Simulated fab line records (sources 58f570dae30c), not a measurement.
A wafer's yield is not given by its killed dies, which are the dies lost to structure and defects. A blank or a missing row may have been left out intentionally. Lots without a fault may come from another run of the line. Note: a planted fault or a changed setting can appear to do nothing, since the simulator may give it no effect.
What tool caused it?	flow berkeley-cmos170	14 lots with 42 wafers sampled at 5 steps, on a route of 331 steps

== WHAT EACH GAUGE READ, for each wafer ==
UCB170_NWELL_THK_MEAS_05. Usual: NWELL_NITRIDE_THK 225.1 nm, standard deviation 2.5.
lot	measured	on	NWELL_NITRIDE_THK (nm)	flag
L742	day 2 19:15	film-metro-03	229.2 228.3 228.2	
L745	day 3 04:02	film-metro-03	228.4 230.6 230.4	
L746	day 3 15:35	film-metro-02	224.7 224.4 223.8	
L747	day 4 05:08	film-metro-03	221.9 221.5 223.8	
L748	day 4 05:10	film-metro-01	222.9 223.1 223.5	
L750	day 4 10:57	film-metro-02	220.8 221.9 221.3	
L749	day 4 10:58	film-metro-01	222.9 223.4 223.9	
L751	day 4 20:18	film-metro-03	227.8 226.9 226.5	
L754	day 5 01:04	film-metro-01	227.2 227.2 228.0	
L757	day 6 00:13	film-metro-03	228.1 227.2 227.4	
L758	day 6 00:14	film-metro-02	223.0 221.2 222.7	
L761	day 6 17:50	film-metro-02	228.6 226.6 226.2	
L762	day 7 04:35	film-metro-01	222.0 220.0 222.9	
L764	day 7 04:39	film-metro-01	221.9 221.9 222.1	

UCB170_NWELL_TW_MEAS_16. Usual: NWELL_TW 1246, standard deviation 5.9.
lot	measured	on	NWELL_TW	flag
L742	day 2 21:11	film-metro-03	1244 1246 1253	
L745	day 3 05:26	film-metro-03	1242 1237 1246	
L746	day 3 18:09	film-metro-02	1245 1245 1241	
L747	day 4 07:02	film-metro-01	1238 1237 1238	
L748	day 4 07:08	film-metro-02	1247 1251 1250	
L750	day 4 12:44	film-metro-01	1243 1234 1246	
L749	day 4 12:25	film-metro-02	1246 1248 1246	
L751	day 4 22:08	film-metro-02	1244 1250 1253	
L754	day 5 02:36	film-metro-03	1243 1249 1242	
L757	day 6 02:20	film-metro-03	417 431 409	OFF
L758	day 6 02:37	film-metro-01	385 383 377	OFF
L761	day 6 19:15	film-metro-03	1236 1238 1241	
L762	day 7 06:35	film-metro-02	1252 1255 1244	
L764	day 7 06:46	film-metro-02	1253 1253 1250	

UCB170_PWELL_THK_MEAS_06. Usual: PWELL_NITRIDE_THK 219.6 nm, standard deviation 2.3.
lot	measured	on	PWELL_NITRIDE_THK (nm)	flag
L742	day 3 22:45	film-metro-04	214.0 215.5 216.1	
L745	day 4 05:25	film-metro-04	224.4 220.5 221.4	
L746	day 4 13:41	film-metro-01	218.7 218.3 218.9	
L747	day 5 00:10	film-metro-02	224.5 223.5 223.2	
L748	day 5 00:10	film-metro-04	218.4 217.6 217.0	
L750	day 5 07:21	film-metro-04	221.9 221.6 221.2	
L749	day 5 07:22	film-metro-02	221.6 221.1 221.2	
L751	day 5 17:24	film-metro-01	219.4 219.7 218.5	
L754	day 6 02:08	film-metro-04	223.7 221.5 224.6	
L761	day 7 11:02	film-metro-01	220.0 219.3 220.3	
L762	day 8 01:29	film-metro-01	220.3 222.4 220.5	
L764	day 8 01:29	film-metro-04	219.3 219.6 220.0	

UCB170_PWELL_TW_MEAS_17. Usual: PWELL_TW 379.5, standard deviation 2.1.
lot	measured	on	PWELL_TW	flag
L742	day 4 00:24	film-metro-04	378.5 381.4 381.7	
L745	day 4 07:19	film-metro-04	379.1 380.6 379.5	
L746	day 4 15:56	film-metro-01	378.1 377.6 378.7	
L747	day 5 01:29	film-metro-04	380.4 379.9 379.0	
L748	day 5 01:46	film-metro-02	380.9 381.3 383.7	
L750	day 5 09:32	film-metro-01	380.8 380.4 380.2	
L749	day 5 09:18	film-metro-04	381.8 381.5 380.1	
L751	day 5 19:13	film-metro-02	384.1 382.9 382.9	
L754	day 6 03:36	film-metro-01	379.8 377.3 377.3	
L761	day 7 12:34	film-metro-04	381.2 380.6 381.3	
L762	day 8 03:11	film-metro-04	378.4 375.3 375.9	
L764	day 8 03:16	film-metro-01	378.5 380.8 380.4	

== TOOL THAT RAN EACH LOT (tool first, then ch and the chambers of the sampled wafers, then the start) ==
lot	UCB170_NWELL_DEVELOP_11
L742	litho-track-02 ch 0, day 2 20:00
L745	litho-track-04 ch 0, day 3 04:00
L746	litho-track-01 ch 0, day 3 17:00
L747	litho-track-02 ch 0, day 4 06:00
L748	litho-track-04 ch 0, day 4 06:00
L750	litho-track-04 ch 0, day 4 12:00
L749	litho-track-02 ch 0, day 4 11:00
L751	litho-track-02 ch 0, day 4 21:00
L754	litho-track-04 ch 0, day 5 02:00
L757	litho-track-04 ch 0, day 6 01:00
L758	litho-track-04 ch 0, day 6 02:00
L761	litho-track-01 ch 0, day 6 18:00
L762	litho-track-02 ch 0, day 7 06:00
L764	litho-track-01 ch 0, day 7 06:00
- UCB170_NWELL_DEVELOP_11: develop time 45 s.

== AS READ BY THE TOOLS THEMSELVES (means over the sampled wafers that have a number; for cases with no such wafer, the mark the record gives instead) ==
UCB170_NWELL_DEVELOP_11. Usual: chill-plate-temp-C 23.00 C, standard deviation 0.11; developer-temp-C 21.02 C, standard deviation 0.11.
lot	tool	chill-plate-temp-C (C)	developer-temp-C (C)	flag
L742	litho-track-02	22.93	20.89	
L745	litho-track-04	23.08	21.02	
L746	litho-track-01	22.99	21.04	
L747	litho-track-02	23.06	21.02	
L748	litho-track-04	22.95	21.06	
L750	litho-track-04	23.00	21.11	
L749	litho-track-02	23.21	20.96	
L751	litho-track-02	22.82	20.91	
L754	litho-track-04	22.98	21.00	
L757	litho-track-04	22.99	21.24	
L758	litho-track-04	23.00	21.12	
L761	litho-track-01	23.05	20.88	
L762	litho-track-02	23.01	21.07	
L764	litho-track-01	23.00	20.94	

== THE ANSWER, worked out from the rows above alone ==
Rule: take the mean of a lot's wafers that have a number; if it is more than 3 standard deviations from the usual mean, the lot is off. A lot without any number at a reading at which 4 lots or more have one is off too. Where the step has rows for the other lots, those lots are counted as sound. After the gauges, taken in route order, come the tools' own readings; for these a lot's mean is taken, as printed above. At the first step where some lot is off, the reading lying furthest off is the one used; lots without a number count as furthest.
Off: at UCB170_NWELL_TW_MEAS_16 (NWELL_TW), L757, L758.
If a tool, at a process step before that reading, ran all the lots that are off and no sound lot after the first of them, it fits. Gauges at UCB170_NWELL_TW_MEAS_16: tried the same way as those tools. One fits: litho-track-04 at UCB170_NWELL_DEVELOP_11. Its last sound lot is L754 (day 5 02:00), its first lot that is off L757 (day 6 01:00): a fault that began between those two fits.

== WHAT THE SIMULATOR PUT IN ==
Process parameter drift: litho-track-04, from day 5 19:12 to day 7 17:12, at UCB170_NWELL_DEVELOP_11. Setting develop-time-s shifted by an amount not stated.
Struck lots among those shown: L757, L758. The rule above found the same.
